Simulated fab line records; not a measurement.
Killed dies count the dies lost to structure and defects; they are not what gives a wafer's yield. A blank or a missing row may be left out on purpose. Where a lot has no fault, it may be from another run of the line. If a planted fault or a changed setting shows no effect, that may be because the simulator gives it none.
Which of the tools did it? :: flow berkeley_cmos170 :: 15 lots, 45 wafers sampled, at 4 steps of a route of 331

== WHAT THE GAUGES READ, wafer by wafer ==
UCB170_ACTIVE_THK_MEAS_06.
lot: L371
measured: day 4 02:59
on: film_metro-03
ACTIVE_NITRIDE_THK (nm): 219.8 219.5 219.2

lot: L375
measured: day 5 07:01
on: film_metro-01
ACTIVE_NITRIDE_THK (nm): 222.4 220.4 222.8

lot: L381
measured: day 6 08:05
on: film_metro-03
ACTIVE_NITRIDE_THK (nm): 219.2 222.2 220.1

lot: L382
measured: day 6 09:58
on: film_metro-01
ACTIVE_NITRIDE_THK (nm): 220.3 220.0 219.4

lot: L383
measured: day 6 09:58
on: film_metro-03
ACTIVE_NITRIDE_THK (nm): 222.4 222.1 222.0

lot: L384
measured: day 6 16:52
on: film_metro-04
ACTIVE_NITRIDE_THK (nm): 216.9 218.0 218.2

lot: L385
measured: day 7 03:52
on: film_metro-03
ACTIVE_NITRIDE_THK (nm): 221.2 222.4 221.0

lot: L387
measured: day 7 19:59
on: film_metro-04
ACTIVE_NITRIDE_THK (nm): 219.1 217.8 218.7

lot: L388
measured: day 7 14:50
on: film_metro-01
ACTIVE_NITRIDE_THK (nm): 220.2 217.8 220.6

lot: L389
measured: day 7 20:02
on: film_metro-01
ACTIVE_NITRIDE_THK (nm): 220.1 219.4 221.7

lot: L391
measured: day 8 01:53
on: film_metro-01
ACTIVE_NITRIDE_THK (nm): 221.1 221.1 221.0

lot: L393
measured: day 8 09:48
on: film_metro-04
ACTIVE_NITRIDE_THK (nm): 216.3 215.1 216.1

== TOOL THAT RAN EACH LOT (tool first, then ch and the chambers of the sampled wafers, then the start) ==
lot: L371
UCB170_NWELL_ETCH_13: rie_diel-03 ch 0,3, day 2 12:11
UCB170_NWELL_STRIP_15: plasma_asher-04 ch 0,1, day 2 12:26
UCB170_PWELL_ETCH_14: rie_diel-01 ch 1,2, day 3 02:56

lot: L375
UCB170_NWELL_ETCH_13: rie_diel-02 ch 1,3, day 3 06:10
UCB170_NWELL_STRIP_15: plasma_asher-02 ch 0,1, day 3 06:25
UCB170_PWELL_ETCH_14: rie_diel-01 ch 1,2,3, day 4 01:59

lot: L377
UCB170_NWELL_ETCH_13: rie_diel-03 ch 0,2, day 3 11:09
UCB170_NWELL_STRIP_15: plasma_asher-04 ch 0,1, day 3 11:26
UCB170_PWELL_ETCH_14: -

lot: L376
UCB170_NWELL_ETCH_13: rie_diel-02 ch 0,3, day 3 11:16
UCB170_NWELL_STRIP_15: plasma_asher-02 ch 0,1, day 3 11:33
UCB170_PWELL_ETCH_14: -

lot: L378
UCB170_NWELL_ETCH_13: rie_diel-01 ch 0,1,2, day 3 18:50
UCB170_NWELL_STRIP_15: plasma_asher-02 ch 0,1, day 3 19:07
UCB170_PWELL_ETCH_14: -

lot: L381
UCB170_NWELL_ETCH_13: rie_diel-01 ch 0,3, day 4 13:04
UCB170_NWELL_STRIP_15: plasma_asher-01 ch 0,1, day 4 13:20
UCB170_PWELL_ETCH_14: rie_diel-01 ch 0,1,3, day 5 07:35

lot: L382
UCB170_NWELL_ETCH_13: rie_diel-01 ch 1,2,3, day 4 17:56
UCB170_NWELL_STRIP_15: plasma_asher-04 ch 0,1, day 4 18:11
UCB170_PWELL_ETCH_14: rie_diel-04 ch 1,2,3, day 5 10:05

lot: L383
UCB170_NWELL_ETCH_13: rie_diel-03 ch 0,3, day 4 18:13
UCB170_NWELL_STRIP_15: plasma_asher-02 ch 0,1, day 4 18:28
UCB170_PWELL_ETCH_14: rie_diel-01 ch 1,2, day 5 10:22

lot: L384
UCB170_NWELL_ETCH_13: rie_diel-02 ch 0,1,3, day 5 02:34
UCB170_NWELL_STRIP_15: plasma_asher-01 ch 0,1, day 5 02:49
UCB170_PWELL_ETCH_14: rie_diel-02 ch 1,2,3, day 5 15:22

lot: L385
UCB170_NWELL_ETCH_13: rie_diel-02 ch 0,1,3, day 5 11:29
UCB170_NWELL_STRIP_15: plasma_asher-04 ch 0,1, day 5 11:44
UCB170_PWELL_ETCH_14: rie_diel-02 ch 0,1,3, day 6 03:45

lot: L387
UCB170_NWELL_ETCH_13: rie_diel-02 ch 1,2, day 5 19:38
UCB170_NWELL_STRIP_15: plasma_asher-02 ch 0,1, day 5 19:53
UCB170_PWELL_ETCH_14: rie_diel-01 ch 0,1, day 6 12:31

lot: L388
UCB170_NWELL_ETCH_13: rie_diel-01 ch 1,2, day 5 19:54
UCB170_NWELL_STRIP_15: plasma_asher-01 ch 0,1, day 5 20:11
UCB170_PWELL_ETCH_14: rie_diel-02 ch 0,2,3, day 6 12:15

lot: L389
UCB170_NWELL_ETCH_13: rie_diel-01 ch 1,3, day 6 01:02
UCB170_NWELL_STRIP_15: plasma_asher-02 ch 0,1, day 6 01:20
UCB170_PWELL_ETCH_14: rie_diel-04 ch 0,1, day 6 17:25

lot: L391
UCB170_NWELL_ETCH_13: rie_diel-03 ch 0,2, day 6 09:35
UCB170_NWELL_STRIP_15: plasma_asher-04 ch 0, day 6 09:50
UCB170_PWELL_ETCH_14: rie_diel-04 ch 0,2, day 7 02:00

lot: L393
UCB170_NWELL_ETCH_13: rie_diel-03 ch 0,1,2, day 6 19:15
UCB170_NWELL_STRIP_15: plasma_asher-01 ch 0,1, day 6 19:30
UCB170_PWELL_ETCH_14: rie_diel-01 ch 1,3, day 7 12:10
- UCB170_NWELL_ETCH_13: etches Si3N4 in CH3F/Ar/O2, stops on SiO2, target depth 246.4 nm, time 154 s.
- UCB170_NWELL_STRIP_15: strips in O2.
- UCB170_PWELL_ETCH_14: etches Si3N4 in CH3F/Ar/O2, stops on SiO2, target depth 242 nm, time 151 s.

== AS READ BY THE TOOLS THEMSELVES (means over the sampled wafers that have a number; for cases with no such wafer, the mark the record gives instead) ==
UCB170_NWELL_ETCH_13.
lot: L371
tool: rie_diel-03
CH3F_flow_sccm (sccm): 19.99
O2_flow_sccm (sccm): 7.011
drypump_motor_current_A (A): 5.4
oes_product_au (a.u.): 0.938
throttle_valve_pct (%): 8.11

lot: L375
tool: rie_diel-02
CH3F_flow_sccm (sccm): 19.99
O2_flow_sccm (sccm): 6.993
drypump_motor_current_A (A): 5.6
oes_product_au (a.u.): 0.945
throttle_valve_pct (%): 8.01

lot: L377
tool: rie_diel-03
CH3F_flow_sccm (sccm): -
O2_flow_sccm (sccm): -
drypump_motor_current_A (A): -
oes_product_au (a.u.): -
throttle_valve_pct (%): -

lot: L376
tool: rie_diel-02
CH3F_flow_sccm (sccm): -
O2_flow_sccm (sccm): -
drypump_motor_current_A (A): -
oes_product_au (a.u.): -
throttle_valve_pct (%): -

lot: L378
tool: rie_diel-01
CH3F_flow_sccm (sccm): -
O2_flow_sccm (sccm): -
drypump_motor_current_A (A): -
oes_product_au (a.u.): -
throttle_valve_pct (%): -

lot: L381
tool: rie_diel-01
CH3F_flow_sccm (sccm): 19.92
O2_flow_sccm (sccm): 7.016
drypump_motor_current_A (A): 5.3
oes_product_au (a.u.): 0.952
throttle_valve_pct (%): 7.96

lot: L382
tool: rie_diel-01
CH3F_flow_sccm (sccm): 19.98
O2_flow_sccm (sccm): 7.004
drypump_motor_current_A (A): 5.7
oes_product_au (a.u.): 0.964
throttle_valve_pct (%): 8.12

lot: L383
tool: rie_diel-03
CH3F_flow_sccm (sccm): 20.06
O2_flow_sccm (sccm): 6.988
drypump_motor_current_A (A): 5.2
oes_product_au (a.u.): 0.931
throttle_valve_pct (%): 8.07

lot: L384
tool: rie_diel-02
CH3F_flow_sccm (sccm): 20.00
O2_flow_sccm (sccm): 7.018
drypump_motor_current_A (A): 5.8
oes_product_au (a.u.): 0.930
throttle_valve_pct (%): 8.10

lot: L385
tool: rie_diel-02
CH3F_flow_sccm (sccm): 19.97
O2_flow_sccm (sccm): 6.980
drypump_motor_current_A (A): 5.8
oes_product_au (a.u.): 0.927
throttle_valve_pct (%): 8.09

lot: L387
tool: rie_diel-02
CH3F_flow_sccm (sccm): 19.92
O2_flow_sccm (sccm): 7.006
drypump_motor_current_A (A): 5.8
oes_product_au (a.u.): 0.920
throttle_valve_pct (%): 8.03

lot: L388
tool: rie_diel-01
CH3F_flow_sccm (sccm): 20.01
O2_flow_sccm (sccm): 6.999
drypump_motor_current_A (A): 5.9
oes_product_au (a.u.): 0.938
throttle_valve_pct (%): 8.20

lot: L389
tool: rie_diel-01
CH3F_flow_sccm (sccm): 19.98
O2_flow_sccm (sccm): 7.003
drypump_motor_current_A (A): 5.2
oes_product_au (a.u.): 0.961
throttle_valve_pct (%): 7.96

lot: L391
tool: rie_diel-03
CH3F_flow_sccm (sccm): 20.01
O2_flow_sccm (sccm): 6.991
drypump_motor_current_A (A): 5.5
oes_product_au (a.u.): 0.925
throttle_valve_pct (%): 8.12

lot: L393
tool: rie_diel-03
CH3F_flow_sccm (sccm): 20.01
O2_flow_sccm (sccm): 7.007
drypump_motor_current_A (A): 5.5
oes_product_au (a.u.): 0.942
throttle_valve_pct (%): 8.10

UCB170_NWELL_STRIP_15.
lot: L371
tool: plasma_asher-04
drypump_motor_current_A (A): 6.3
oes_product_au (a.u.): 0.720
strip_time_to_endpoint_s (s): 18.03

lot: L375
tool: plasma_asher-02
drypump_motor_current_A (A): 5.8
oes_product_au (a.u.): 0.721
strip_time_to_endpoint_s (s): 17.98

lot: L377
tool: plasma_asher-04
drypump_motor_current_A (A): 6.1
oes_product_au (a.u.): 0.741
strip_time_to_endpoint_s (s): 21.70

lot: L376
tool: plasma_asher-02
drypump_motor_current_A (A): 6.1
oes_product_au (a.u.): 0.736
strip_time_to_endpoint_s (s): 21.56

lot: L378
tool: plasma_asher-02
drypump_motor_current_A (A): 6.2
oes_product_au (a.u.): 0.738
strip_time_to_endpoint_s (s): 21.61

lot: L381
tool: plasma_asher-01
drypump_motor_current_A (A): 4.9
oes_product_au (a.u.): 0.720
strip_time_to_endpoint_s (s): 17.95

lot: L382
tool: plasma_asher-04
drypump_motor_current_A (A): 6.3
oes_product_au (a.u.): 0.722
strip_time_to_endpoint_s (s): 17.95

lot: L383
tool: plasma_asher-02
drypump_motor_current_A (A): 6.2
oes_product_au (a.u.): 0.718
strip_time_to_endpoint_s (s): 18.00

lot: L384
tool: plasma_asher-01
drypump_motor_current_A (A): 4.8
oes_product_au (a.u.): 0.718
strip_time_to_endpoint_s (s): 18.09

lot: L385
tool: plasma_asher-04
drypump_motor_current_A (A): 6.0
oes_product_au (a.u.): 0.722
strip_time_to_endpoint_s (s): 18.04

lot: L387
tool: plasma_asher-02
drypump_motor_current_A (A): 6.2
oes_product_au (a.u.): 0.721
strip_time_to_endpoint_s (s): 18.05

lot: L388
tool: plasma_asher-01
drypump_motor_current_A (A): 4.8
oes_product_au (a.u.): 0.719
strip_time_to_endpoint_s (s): 17.93

lot: L389
tool: plasma_asher-02
drypump_motor_current_A (A): 5.8
oes_product_au (a.u.): 0.721
strip_time_to_endpoint_s (s): 18.05

lot: L391
tool: plasma_asher-04
drypump_motor_current_A (A): 6.5
oes_product_au (a.u.): 0.717
strip_time_to_endpoint_s (s): 17.90

lot: L393
tool: plasma_asher-01
drypump_motor_current_A (A): 4.9
oes_product_au (a.u.): 0.720
strip_time_to_endpoint_s (s): 17.98

UCB170_PWELL_ETCH_14.
lot: L371
tool: rie_diel-01
CH3F_flow_sccm (sccm): 20.04
O2_flow_sccm (sccm): 7.009
drypump_motor_current_A (A): 6.1
oes_product_au (a.u.): 0.943
throttle_valve_pct (%): 8.25

lot: L375
tool: rie_diel-01
CH3F_flow_sccm (sccm): 20.03
O2_flow_sccm (sccm): 6.986
drypump_motor_current_A (A): 5.7
oes_product_au (a.u.): 0.954
throttle_valve_pct (%): 8.12

lot: L381
tool: rie_diel-01
CH3F_flow_sccm (sccm): 20.01
O2_flow_sccm (sccm): 7.018
drypump_motor_current_A (A): 5.5
oes_product_au (a.u.): 0.955
throttle_valve_pct (%): 8.04

lot: L382
tool: rie_diel-04
CH3F_flow_sccm (sccm): 19.97
O2_flow_sccm (sccm): 6.985
drypump_motor_current_A (A): 6.0
oes_product_au (a.u.): 0.949
throttle_valve_pct (%): 8.18

lot: L383
tool: rie_diel-01
CH3F_flow_sccm (sccm): 19.99
O2_flow_sccm (sccm): 7.006
drypump_motor_current_A (A): 5.9
oes_product_au (a.u.): 0.951
throttle_valve_pct (%): 8.20

lot: L384
tool: rie_diel-02
CH3F_flow_sccm (sccm): 20.04
O2_flow_sccm (sccm): 6.994
drypump_motor_current_A (A): 5.8
oes_product_au (a.u.): 0.929
throttle_valve_pct (%): 8.00

lot: L385
tool: rie_diel-02
CH3F_flow_sccm (sccm): 19.99
O2_flow_sccm (sccm): 6.991
drypump_motor_current_A (A): 5.8
oes_product_au (a.u.): 0.938
throttle_valve_pct (%): 8.09

lot: L387
tool: rie_diel-01
CH3F_flow_sccm (sccm): 19.99
O2_flow_sccm (sccm): 7.010
drypump_motor_current_A (A): 5.7
oes_product_au (a.u.): 0.942
throttle_valve_pct (%): 8.13

lot: L388
tool: rie_diel-02
CH3F_flow_sccm (sccm): 19.99
O2_flow_sccm (sccm): 7.004
drypump_motor_current_A (A): 5.9
oes_product_au (a.u.): 0.946
throttle_valve_pct (%): 8.06

lot: L389
tool: rie_diel-04
CH3F_flow_sccm (sccm): 20.00
O2_flow_sccm (sccm): 7.015
drypump_motor_current_A (A): 5.8
oes_product_au (a.u.): 0.941
throttle_valve_pct (%): 8.19

lot: L391
tool: rie_diel-04
CH3F_flow_sccm (sccm): 19.96
O2_flow_sccm (sccm): 7.012
drypump_motor_current_A (A): 5.9
oes_product_au (a.u.): 0.932
throttle_valve_pct (%): 8.15

lot: L393
tool: rie_diel-01
CH3F_flow_sccm (sccm): 19.99
O2_flow_sccm (sccm): 6.980
drypump_motor_current_A (A): 5.4
oes_product_au (a.u.): 0.950
throttle_valve_pct (%): 8.06

== THE ANSWER, worked out from the rows above alone ==
Rule: the lots themselves supply what counts as usual. Put in order of their means at a reading, lots are off if they are a third of the lots or fewer, leave a main group of 4 or more, and stand apart from it by a gap of 3 or more times the standard deviation of the main group's means; of several such gaps the widest counts. If all means in a main group match to the digits the tables above print for the reading, that group is not used. Also off: a lot with no number at a reading for which 4 or more lots have one. All remaining lots with rows at the step are treated as sound. First the gauges in route order, then the tools' own readings, where a lot's mean is used as printed above. The first step at which some lot is off is used, and at that step the reading that is off furthest; a lot without a number counts as furthest.
Off: L377, L376, L378, at UCB170_NWELL_ETCH_13 (CH3F_flow_sccm). Without a number there: L377, L376, L378. For the main group the mean is 19.99 sccm and the standard deviation 0.037.
If a tool, at that step or one of the process steps before it, ran each lot that is off and ran no sound lot following the first of them, it fits. None of those tried fits.

== WHAT WAS PUT IN BY THE SIMULATOR ==
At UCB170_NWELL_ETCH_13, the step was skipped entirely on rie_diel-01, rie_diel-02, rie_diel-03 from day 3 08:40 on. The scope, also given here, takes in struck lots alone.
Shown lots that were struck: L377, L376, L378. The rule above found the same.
